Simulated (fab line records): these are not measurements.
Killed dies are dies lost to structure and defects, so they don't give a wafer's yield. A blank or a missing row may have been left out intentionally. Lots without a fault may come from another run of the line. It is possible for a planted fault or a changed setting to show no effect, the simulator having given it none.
2 desks looking at one fault || flow rit-cmos || each desk has only its own numbers; what lay behind them comes last

FOR THE TOOL OWNER'S DESK: implanter-02
The tool's own readings at RIT_NRETRO_IMPLANT_08: means of the sampled wafers that have a number, for each lot that ran on this tool. Marked OUT: a lot whose mean sits more than 4 standard deviations from the usual mean, which makes it out of limits; the brackets give that distance.
Columns: A = dose-ions-cm2 at RIT_NRETRO_IMPLANT_08, usual 1.0002e+13; B = faraday-current-uA at RIT_NRETRO_IMPLANT_08, usual 31.7
{"lot": "L482", "first seen here": "day 3 16:15", "A": 1.0007e+13, "B": 31.4}
{"lot": "L483", "first seen here": "day 3 22:39", "A": 1.0005e+13, "B": 31.3}
{"lot": "L485", "first seen here": "day 4 07:47", "A": 1.0008e+13, "B": 32.0}
{"lot": "L491", "first seen here": "day 5 13:19", "A": "1.5226e+13 (+99 or more) OUT", "B": "47.8 (+26) OUT"}
{"lot": "L494", "first seen here": "day 6 05:00", "A": "1.5221e+13 (+99 or more) OUT", "B": "48.5 (+28) OUT"}
This desk's finding: out of limits on L491, L494; first on L491, day 5 13:19 (dose-ions-cm2 at RIT_NRETRO_IMPLANT_08). In limits: L482, L483, L485.

AT THE METROLOGY DESK
Means of the sampled wafers that have a number, per lot and without regard to the tool the lot ran on: this is what the gauges read. Marked OUT: a lot whose mean sits more than 4 standard deviations from the usual mean, which makes it out of limits; the brackets give that distance.
Columns: A = NRETRO_TW at RIT_NRETRO_TW_MEAS_10, usual 1051
{"lot": "L475", "first seen here": "day 2 06:25", "A": 1053}
{"lot": "L476", "first seen here": "day 2 11:29", "A": 1053}
{"lot": "L477", "first seen here": "day 2 16:23", "A": 1054}
{"lot": "L478", "first seen here": "day 2 20:30", "A": 1046}
{"lot": "L479", "first seen here": "day 3 02:05", "A": 1051}
{"lot": "L480", "first seen here": "day 3 06:37", "A": 1040}
{"lot": "L482", "first seen here": "day 3 16:44", "A": 1049}
{"lot": "L483", "first seen here": "day 3 22:58", "A": 1053}
{"lot": "L484", "first seen here": "day 4 02:23", "A": 1054}
{"lot": "L485", "first seen here": "day 4 08:07", "A": 1057}
{"lot": "L488", "first seen here": "day 4 23:11", "A": 1051}
{"lot": "L491", "first seen here": "day 5 13:37", "A": "1188 (+16) OUT"}
{"lot": "L494", "first seen here": "day 6 05:20", "A": "1188 (+16) OUT"}
{"lot": "L498", "first seen here": "day 7 00:32", "A": 1060}
Finding of this desk: L491, L494 out of limits, first seen on L491 at day 5 13:37 (NRETRO_TW at RIT_NRETRO_TW_MEAS_10). In limits: L475, L476, L477, L478, L479, L480, L482, L483, L484, L485, L488, L498.

BROUGHT TOGETHER
The tool owner's desk had the chance to raise an alarm at day 5 13:19 on L491, L494.
At day 5 13:37 the metrology desk could have sounded an alarm, on L491, L494.
The lots listed all ran RIT_NRETRO_IMPLANT_08 on implanter-02.

WHAT THE SIMULATOR HAD INSERTED
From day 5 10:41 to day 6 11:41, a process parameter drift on implanter-02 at RIT_NRETRO_IMPLANT_08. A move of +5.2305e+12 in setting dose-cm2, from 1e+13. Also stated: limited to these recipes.
Shown lots that were struck: L491, L494.
Hours from the fault's start to each desk's first reading out of limits: the tool owner's desk, 3; the metrology desk, 3.
